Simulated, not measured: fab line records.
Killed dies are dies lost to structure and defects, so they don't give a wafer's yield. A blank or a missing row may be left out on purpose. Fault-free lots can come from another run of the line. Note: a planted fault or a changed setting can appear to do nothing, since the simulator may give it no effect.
Comparing a struck lot with a sound one ; flow rit-cmos ; 26 steps out of a route of 202
Sound: these wafers, L325.1, L325.2, L325.6. Wafers L331.2, L331.4, L331.5 were the ones struck. The cause is given at the end.
For every step that has rows: the tool of each side, followed by ch and its chambers, followed by its first start. Under that, the readings that differ: sound wafers ; struck wafers ; difference of the means ; sigmas: that difference in standard deviations of wafers without a fault.
alike: readings whose means differ by less than 2 such deviations, and words and numbers that are the same on both sides. not compared: withheld readings, readings that some wafer has no value for, bounds like >300 that may hide the same value, and numbers for which the record gives no deviation and whose values overlap.
Wherever a step has rows on one side only, a row that says differs or no value, or a row with sigmas, the two part there. Non-overlapping numbers with no deviation appear without sigmas and do not part them. A reading missing from all wafers of one side parts the sides only when that side holds two or more wafers.

first, 1 step without rows for these wafers: RIT_PRETRO_IMPLANT_08.
RIT_PRETRO_STRIP_09: strips in O2, time 180 s.
  sound on plasma-asher-01 ch 0,1, day 4 15:20; struck on plasma-asher-01 ch 0,1, day 5 21:49
  alike: drypump-motor-current-A
  not compared: rf-hours-counter-h
RIT_PRETRO_TW_MEAS_10:
  sound: film-metro-02 at day 4 15:30; struck: film-metro-01 at day 5 22:00
  alike: PRETRO_TW
then, 5 steps without rows for these wafers: RIT_GATE_WET_ETCH_00 (etches SiO2 in BOE, target depth 56 nm, time 60 s); RIT_GATE_CLEAN_01 (cleans in SC1, time 600 s); RIT_GATE_CLEAN_02 (cleans in dHF, time 30 s); RIT_GATE_CLEAN_03 (cleans in SC2, time 600 s); RIT_GATE_CLEAN_04 (cleans in dHF, time 60 s).
RIT_FOX2_THK_MEAS_91:
  sound: film-metro-01 at day 4 16:01; struck: film-metro-03 at day 5 22:29
  alike: FIELD_OXIDE_LEFT_2_THK
then, 2 steps without rows for these wafers: RIT_GATE_OXIDATION_05 (target thk 3 nm, ox time 270 s); RIT_GATE_ANNEAL_06 (time 600 s).
RIT_GATE_THK_MEAS_07:
  sound: film-metro-03 at day 4 17:28; struck: film-metro-01 at day 6 00:04
  alike: GATE_OXIDE_THK
RIT_GATE_CVD_08: deposits poly-Si from SiH4, target thk 250 nm, time 2220 s.
  sound on lpcvd-01 ch 1, day 4 17:31; struck on lpcvd-01 ch 0, day 6 00:07
reading;sound;struck;difference;sigmas
model.poly-Si_of_GATE_CVD_08.thk-nm (nm);246.4 246.6 247.5;384.1 382.8 383.4;+136.6;
  alike: sih4-flow-sccm
RIT_GATE_THK_MEAS_09:
  sound: film-metro-02 at day 4 19:08; struck: film-metro-02 at day 6 01:45
reading;sound;struck;difference;sigmas
GATE_POLY_THK (nm);246.2 246.5 247.5;383.9 383.1 383.2;+136.7;+53
then, 6 steps without rows for these wafers: RIT_GATE_HMDS_10 (prime time 60 s); RIT_GATE_COAT_11 (resist thk 850 nm); RIT_GATE_SOFTBAKE_12 (time 60 s); RIT_GATE_EXPOSE_13 (exposes mask M6, target cd 150 nm); RIT_GATE_PEB_14; RIT_GATE_DEVELOP_15 (develop time 50 s).
RIT_GATE_CD_MEAS_16 targets a cd of 150 nm.
  sound: cd-sem-02 at day 4 20:03; struck: cd-sem-02 at day 6 02:47
reading;sound;struck;difference;sigmas
cd-nm (nm);146.2 145.7 147.4;152.8 154.9 154.1;+7.5;+3
RIT_GATE_OVL_MEAS_17:
  sound: overlay-02 at day 4 20:10; struck: overlay-01 at day 6 02:54
  alike: GATE_OVL
then, 1 step without rows for these wafers: RIT_GATE_HARDBAKE_18 (time 60 s).
RIT_GATE_ETCH_19: etches poly-Si in SF6/CHF3/O2, stops on SiO2, time 165 s, target depth 312.5 nm.
  sound on rie-si-02 ch 1,3, day 4 20:22; struck on rie-si-02 ch 0,2,3, day 6 03:05
reading;sound;struck;difference;sigmas
oes-product-au (a.u.);0.851 0.866 0.859;1.068 1.019 1.026;+0.179;+13
model.etch.depth-nm (nm);246.4 246.6 247.5;324.5 305.6 316.9;+68.8;
model.GATE.feature-depth-nm (nm);246.4 246.6 247.5;324.5 305.6 316.9;+68.8;
  alike: drypump-motor-current-A, throttle-valve-pct
  not compared: rf-hours-counter-h
RIT_GATE_STRIP_20: strips in O2, time 180 s.
  sound on plasma-asher-04 ch 0,1, day 4 20:28; struck on plasma-asher-03 ch 0,1, day 6 03:11
  alike: drypump-motor-current-A
  not compared: rf-hours-counter-h
RIT_M1_PROBE_99:
  sound: prober-01 at day 5 16:56; struck: prober-01 at day 6 23:58
reading;sound;struck;difference;sigmas
killed-at-front-end;6 9 10;264 264 264;+256;+80
killed-dies;6 9 11;264 264 264;+255;+80
killed-on-rim;2 1 4;70 70 70;+68;+48
  alike: killed-at-contacts, killed-open, killed-short

WHERE THEY PART
Earliest at RIT_GATE_THK_MEAS_09; latest, in this record, at RIT_M1_PROBE_99.

WHY: what the simulator had put in
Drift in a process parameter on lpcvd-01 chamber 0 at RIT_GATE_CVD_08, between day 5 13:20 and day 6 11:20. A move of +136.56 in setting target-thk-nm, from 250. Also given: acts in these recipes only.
